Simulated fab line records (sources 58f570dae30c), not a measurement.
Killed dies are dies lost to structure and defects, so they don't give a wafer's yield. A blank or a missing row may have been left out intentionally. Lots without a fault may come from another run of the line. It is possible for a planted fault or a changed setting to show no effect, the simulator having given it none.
fab line records    flow berkeley_cmos170
record lots=14  wafers=42  last_day=13
route steps=331 shown M1@240 V1@258 M2@275
lots that met no fault: taken from a fault-free run of the same line
start_h: the number of hours between the record's first day and the start of the first shown wafer of the lot    wait_h: how many hours have passed since the lot's step before this one    " the same as in the row above    L1.1+2: several wafers, shown together as one row    - no value, or no start was given    * or withheld: withheld    < > ~ a bound
route shown NAME@n: names a module that has steps shown in the file, with the first one's number in the route    usual: mean/standard deviation taken from wafers without a fault    same: alike in all rows    chamber/n: place in a boat    sites: the reading at each site    _std_site: their standard deviation    _edge_site: inner sites' mean taken away from outer sites' mean    radius_mm: how far each site lies from the wafer's centre    mask NAME#n: copy n    behind: the most recent tool/chamber to have shaped the wafer    hold: why the lot was held/for how many hours/how that ended    device: which transistor (n, p or np) failed to switch    end of line: tests of these same wafers at the route's end    step lacking rows: just its recipe    killed: the dies lost at the first sort to structure and to defects; this is not the yield of the wafer    map: shows each die of a wafer: x if killed, . if not, _ if none is there
set.NAME: the setting as run; set.NAME@STEP: as run at that earlier step    model.NAME: the simulator's own value behind a step, which no gauge read
a sample of lots followed through the steps of the route, with each step as a table and each wafer as a row
services: the hour from which a tool's chamber was out of use, counted from the record's first day as start_h (under 0 if before that day), plus the number of hours and why
## steps
# step UCB170_M1_THK_MEAS_02
# recipe thk_meas_gauge=xrf  reads=Al_of_M1_SPUTTER_00
# usual M1_AL_THK=593/7
lot.wafer  tool           chamber  start_h  wait_h  M1_AL_THK[nm]
L242.2     film_metro-03  -        178.40   0.1     595
L242.4     "              -        "        "       592
L242.6     "              -        "        "       597
L243.2     film_metro-04  -        188.12   0.1     578
L243.3     "              -        "        "       588
L243.4     "              -        "        "       599
L246.3     film_metro-03  -        192.95   0.1     590
L246.5     "              -        "        "       591
L246.6     "              -        "        "       595
L244.1     film_metro-03  -        194.71   0.1     603
L244.2     "              -        "        "       613
L244.5     "              -        "        "       600
L250.2     film_metro-02  -        202.77   0.1     591
L250.5     "              -        "        "       593
L250.6     "              -        "        "       597
L247.1     film_metro-04  -        202.95   0.1     600
L247.4     "              -        "        "       593
L247.5     "              -        "        "       606
L248.3     film_metro-02  -        204.80   0.1     605
L248.4     "              -        "        "       606
L248.5     "              -        "        "       607
L249.1     film_metro-03  -        205.04   0.1     583
L249.4     "              -        "        "       596
L249.6     "              -        "        "       598
L253.3     film_metro-03  -        225.99   0.1     599
L253.5     "              -        "        "       597
L253.6     "              -        "        "       593
L252.1     film_metro-02  -        226.69   0.1     586
L252.2     "              -        "        "       583
L252.3     "              -        "        "       590
L256.2     film_metro-02  -        241.51   0.1     591
L256.3     "              -        "        "       598
L256.4     "              -        "        "       592
L261.2     film_metro-04  -        265.95   0.1     586
L261.3     "              -        "        "       597
L261.6     "              -        "        "       594
L263.1     film_metro-04  -        285.52   0.1     591
L263.2     "              -        "        "       596
L263.5     "              -        "        "       598
L264.1     film_metro-03  -        285.80   0.1     601
L264.3     "              -        "        "       587
L264.6     "              -        "        "       601
# step UCB170_M1_STRIP_13
# recipe chemistry=O2  power_w=400  pressure_mtorr=3500  platen_temp_c=withheld  o2_flow_sccm=400  overash_fraction=0.5
# usual chamber_pressure_mTorr=3500/3.2  drypump_motor_current_A=5.62/0.26  oes_product_au=0.721/0.0042
lot.wafer  tool             chamber  start_h  wait_h  chamber_pressure_mTorr  drypump_motor_current_A  oes_product_au  rf_hours_counter_h
L242.2     plasma_asher-01  0        180.23   0.1     3497                    5.33                     0.712           38
L242.4     "                0        "        "       3495                    5.36                     0.718           -
L242.6     "                1        "        "       3503                    5.33                     0.729           -
L243.2     plasma_asher-01  0        189.52   0.1     3504                    5.34                     0.723           39
L243.3     "                0        "        "       3497                    5.32                     0.720           -
L243.4     "                1        "        "       3504                    5.33                     0.717           -
L246.3     plasma_asher-01  0        194.79   0.1     3502                    5.32                     0.718           -
L246.5     "                1        "        "       3497                    5.33                     0.716           -
L246.6     "                0        "        "       3501                    5.33                     0.715           -
L244.1     plasma_asher-03  1        195.95   0.1     3498                    5.96                     0.722           8
L244.2     "                0        "        "       3502                    5.89                     0.724           8
L244.5     "                1        "        "       3497                    5.98                     0.722           -
L250.2     plasma_asher-03  1        204.12   0.1     3505                    5.98                     0.727           9
L250.5     "                0        "        "       3501                    5.92                     0.726           -
L250.6     "                1        "        "       3503                    5.96                     0.717           -
L247.1     plasma_asher-02  0        204.36   0.1     3502                    5.60                     0.726           48
L247.4     "                1        "        "       3501                    5.53                     0.725           -
L247.5     "                0        "        "       3501                    5.62                     0.724           -
L248.3     plasma_asher-03  1        206.12   0.1     3501                    6.02                     0.717           -
L248.4     "                0        "        "       3497                    5.98                     0.722           -
L248.5     "                1        "        "       3498                    6.00                     0.713           -
L249.1     plasma_asher-02  1        206.40   0.1     3498                    5.51                     0.720           48
L249.4     "                1        "        "       3499                    5.51                     0.726           -
L249.6     "                0        "        "       3501                    5.65                     0.713           -
L253.3     plasma_asher-01  1        227.26   0.1     3500                    5.36                     0.721           -
L253.5     "                1        "        "       3493                    5.32                     0.726           -
L253.6     "                0        "        "       3504                    5.33                     0.721           -
L252.1     plasma_asher-01  1        228.20   0.1     3500                    5.32                     0.719           44
L252.2     "                0        "        "       3498                    5.33                     0.717           44
L252.3     "                0        "        "       3500                    5.34                     0.720           -
L256.2     plasma_asher-02  1        243.17   0.1     3497                    5.54                     0.722           53
L256.3     "                0        "        "       3501                    5.60                     0.711           -
L256.4     "                1        "        "       3503                    5.53                     0.721           -
L261.2     plasma_asher-03  1        267.71   0.1     3495                    5.98                     0.719           16
L261.3     "                0        "        "       3505                    5.95                     0.724           -
L261.6     "                0        "        "       3499                    5.93                     0.721           -
L263.1     plasma_asher-03  0        287.46   0.2     3499                    5.95                     0.720           19
L263.2     "                1        "        "       3492                    5.96                     0.726           19
L263.5     "                0        "        "       3502                    5.98                     0.728           -
L264.1     plasma_asher-02  1        287.72   0.1     3499                    5.52                     0.723           58
L264.3     "                0        "        "       3497                    5.64                     0.721           -
L264.6     "                0        "        "       3498                    5.61                     0.720           -
# step UCB170_V1_THK_MEAS_04
# recipe reads=SiO2_of_V1_CVD_00
# usual V1_POLISHED_THK=1000.1/1.3
lot.wafer  tool           chamber  start_h  wait_h  V1_POLISHED_THK[nm]
L242.2     film_metro-01  -        183.16   0.1     1000.2
L242.4     "              -        "        "       999.9
L242.6     "              -        "        "       1000.4
L243.2     film_metro-01  -        191.72   0.1     998.8
L243.3     "              -        "        "       1001.0
L243.4     "              -        "        "       1002.3
L246.3     film_metro-03  -        196.97   0.1     1001.3
L246.5     "              -        "        "       1000.4
L246.6     "              -        "        "       1000.0
L244.1     film_metro-01  -        198.27   0.1     1001.2
L244.2     "              -        "        "       1000.9
L244.5     "              -        "        "       999.5
L250.2     film_metro-01  -        206.33   0.1     1001.4
L250.5     "              -        "        "       1001.0
L250.6     "              -        "        "       998.0
L247.1     film_metro-02  -        207.65   0.1     1000.2
L247.4     "              -        "        "       1000.6
L247.5     "              -        "        "       1000.4
L249.1     film_metro-01  -        208.98   0.1     999.6
L249.4     "              -        "        "       1002.1
L249.6     "              -        "        "       998.9
L248.3     film_metro-03  -        209.00   0.1     1002.9
L248.4     "              -        "        "       998.0
L248.5     "              -        "        "       999.1
L253.3     film_metro-03  -        229.44   0.1     997.3
L253.5     "              -        "        "       1001.2
L253.6     "              -        "        "       997.6
L252.1     film_metro-03  -        230.75   0.1     1001.3
L252.2     "              -        "        "       1001.3
L252.3     "              -        "        "       997.9
L256.2     film_metro-03  -        245.37   0.1     1001.3
L256.3     "              -        "        "       1000.1
L256.4     "              -        "        "       997.4
L261.2     film_metro-03  -        270.38   0.1     1001.3
L261.3     "              -        "        "       1000.9
L261.6     "              -        "        "       1000.9
L263.1     film_metro-01  -        289.65   0.1     1001.6
L263.2     "              -        "        "       998.6
L263.5     "              -        "        "       1001.3
L264.1     film_metro-01  -        290.99   0.1     999.1
L264.3     "              -        "        "       1000.1
L264.6     "              -        "        "       998.5
# step UCB170_M2_HMDS_04
# recipe prime_time_s=60  prime_temp_c=100
# usual prime_temp_c=99.96/0.13
lot.wafer  tool            chamber  start_h  wait_h  prime_temp_c
L242.2     litho_track-04  0        187.27   0.8     99.89
L242.4     "               0        "        "       100.11
L242.6     "               0        "        "       99.84
L243.2     litho_track-02  0        195.69   0.1     99.87
L243.3     "               0        "        "       100.08
L243.4     "               0        "        "       99.90
L246.3     litho_track-02  0        199.40   0.2     100.07
L246.5     "               0        "        "       100.05
L246.6     "               0        "        "       100.16
L244.1     litho_track-02  0        200.50   0.3     100.04
L244.2     "               0        "        "       99.83
L244.5     "               0        "        "       99.98
L250.2     litho_track-01  0        209.32   0.3     99.79
L250.5     "               0        "        "       99.86
L250.6     "               0        "        "       99.78
L247.1     litho_track-02  0        210.22   0.4     99.90
L247.4     "               0        "        "       100.16
L247.5     "               0        "        "       100.23
L248.3     litho_track-02  0        211.23   0.1     100.17
L248.4     "               0        "        "       99.94
L248.5     "               0        "        "       100.14
L249.1     litho_track-02  0        211.73   0.1     99.84
L249.4     "               0        "        "       99.87
L249.6     "               0        "        "       99.96
L253.3     litho_track-04  0        232.74   0.1     100.25
L253.5     "               0        "        "       99.95
L253.6     "               0        "        "       100.09
L252.1     litho_track-02  0        233.12   0.3     100.04
L252.2     "               0        "        "       99.86
L252.3     "               0        "        "       99.96
L256.2     litho_track-04  0        248.07   0.1     99.92
L256.3     "               0        "        "       99.93
L256.4     "               0        "        "       99.82
L261.2     litho_track-04  0        275.80   0.2     99.92
L261.3     "               0        "        "       100.01
L261.6     "               0        "        "       99.85
L263.1     litho_track-04  0        293.73   0.1     94.79
L263.2     "               0        "        "       94.74
L263.5     "               0        "        "       94.88
L264.1     litho_track-04  0        294.28   0.1     94.69
L264.3     "               0        "        "       94.52
L264.6     "               0        "        "       94.59
## services
tool             chamber  start_h  hours  kind
plasma_asher-01  -        229.90   14.6   pm
plasma_asher-03  -        236.05   0.7    repair
plasma_asher-02  -        241.60   0.8    repair
plasma_asher-01  -        278.39   8.8    repair
## key
first_sign step=UCB170_M2_HMDS_04  reading=prime_temp_c  direction=down  sigmas=42  usual=*  struck=*
effect none on later readings
met_at UCB170_M2_HMDS_04
struck_lots L263,L264
sort_left_out L263.1,L263.2,L263.5
not_acting_at UCB170_M1_THK_MEAS_02,UCB170_M1_STRIP_13,UCB170_V1_THK_MEAS_04
onset_between 275.80 293.73
fault kind=process_parameter_drift  tool=litho_track-04  chamber=-  onset_h=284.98  steps=UCB170_M2_HMDS_04  channel=prime_temp_c  offset=*  shape=step  end_h=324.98  acts_in=*  stated=*
# sort_left_out: the simulated sort isn't trusted on such a fault, so these wafers' sort isn't shown, and their yield isn't known
